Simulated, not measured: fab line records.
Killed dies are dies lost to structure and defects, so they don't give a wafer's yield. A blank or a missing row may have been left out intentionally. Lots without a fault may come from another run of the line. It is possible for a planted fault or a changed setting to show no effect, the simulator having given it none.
Matching of chambers + flow berkeley cmos170 + 4 sister chambers for UCB170_PWELL_ETCH_14 on rie diel-02
The step etches Si3N4 in CH3F/Ar/O2, stops on SiO2, target depth 242 nm, time 151 s. 18 wafers are shown with their chamber, then 9 later ones without.

== WAFERS WITH THEIR CHAMBER ==
| wafer  | chamber | drypump motor current A (A) | throttle valve pct (%) | oes product au (a.u.) |
|--------|---------|-----------------------------|------------------------|-----------------------|
| L075.3 | 2       | 5.8                         | 8.01                   | 0.945                 |
| L075.5 | 2       | 5.8                         | 8.02                   | 0.946                 |
| L075.6 | 1       | 5.7                         | 8.07                   | 0.919                 |
| L077.1 | 1       | 5.7                         | 8.06                   | 0.938                 |
| L077.2 | 2       | 5.8                         | 8.01                   | 0.957                 |
| L077.4 | 0       | 5.6                         | 7.87                   | 0.950                 |
| L081.2 | 1       | 5.7                         | 8.06                   | 0.933                 |
| L081.4 | 2       | 5.8                         | 8.03                   | 0.953                 |
| L081.5 | 1       | 5.7                         | 8.06                   | 0.929                 |
| L083.1 | 1       | 5.8                         | 8.06                   | 0.920                 |
| L083.5 | 0       | 5.6                         | 7.87                   | 0.939                 |
| L083.6 | 3       | 4.9                         | 8.10                   | 0.920                 |
| L087.3 | 0       | 5.6                         | 7.90                   | 0.951                 |
| L087.4 | 3       | 4.9                         | 8.10                   | 0.916                 |
| L087.6 | 2       | 5.8                         | 8.02                   | 0.957                 |
| L091.3 | 3       | 5.0                         | 8.10                   | 0.918                 |
| L091.4 | 2       | 5.8                         | 8.02                   | 0.954                 |
| L091.5 | 3       | 4.9                         | 8.11                   | 0.912                 |

SIGNATURES (averages over the wafers above)
| reading                 | chamber 0 | chamber 1 | chamber 2 | chamber 3 | scatter within a chamber |
|-------------------------|-----------|-----------|-----------|-----------|--------------------------|
| drypump motor current A | 5.600     | 5.720     | 5.800     | 4.925     | 0.0333                   |
| throttle valve pct      | 7.8800    | 8.0620    | 8.0183    | 8.1025    | 0.00861                  |
| oes product au          | 0.94667   | 0.92780   | 0.95200   | 0.91650   | 0.00618                  |
Rule: for a wafer and a chamber, the distance is found by dividing, reading by reading, the gap between the wafer's reading and the chamber's mean by the reading's scatter, squaring, summing and taking the root. The wafer belongs to the nearest chamber; if the next one is less than 2 further off, it can't be placed. How the scatter is found: for the shown wafers, subtract from each reading the mean of its chamber, square and add these, divide the total by (wafers less chambers), then take the root.

== WAFERS WHOSE CHAMBER IS MISSING ==
| wafer  | drypump motor current A (A) | throttle valve pct (%) | oes product au (a.u.) |
|--------|-----------------------------|------------------------|-----------------------|
| L092.4 | 5.7                         | 8.05                   | 0.921                 |
| L092.5 | 5.0                         | 8.10                   | 0.913                 |
| L092.6 | 5.6                         | 7.90                   | 0.943                 |
| L094.3 | 4.9                         | 8.10                   | 0.908                 |
| L094.5 | 4.9                         | 8.11                   | 0.918                 |
| L094.6 | 5.6                         | 7.88                   | 0.931                 |
| L095.1 | 5.6                         | 7.88                   | 0.937                 |
| L095.5 | 5.8                         | 8.01                   | 0.950                 |
| L095.6 | 5.8                         | 8.05                   | 0.928                 |

== EACH ONE'S CHAMBER ==
| wafer  | from the rows above | in truth |
|--------|---------------------|----------|
| L092.4 | 1                   | 1        |
| L092.5 | 3                   | 3        |
| L092.6 | 0                   | 0        |
| L094.3 | 3                   | 3        |
| L094.5 | 3                   | 3        |
| L094.6 | 0                   | 0        |
| L095.1 | 0                   | 0        |
| L095.5 | 2                   | 2        |
| L095.6 | 1                   | 1        |
Correctly placed: 9 of 9. From these rows, 0 cannot be placed. Number placed wrongly: 0.
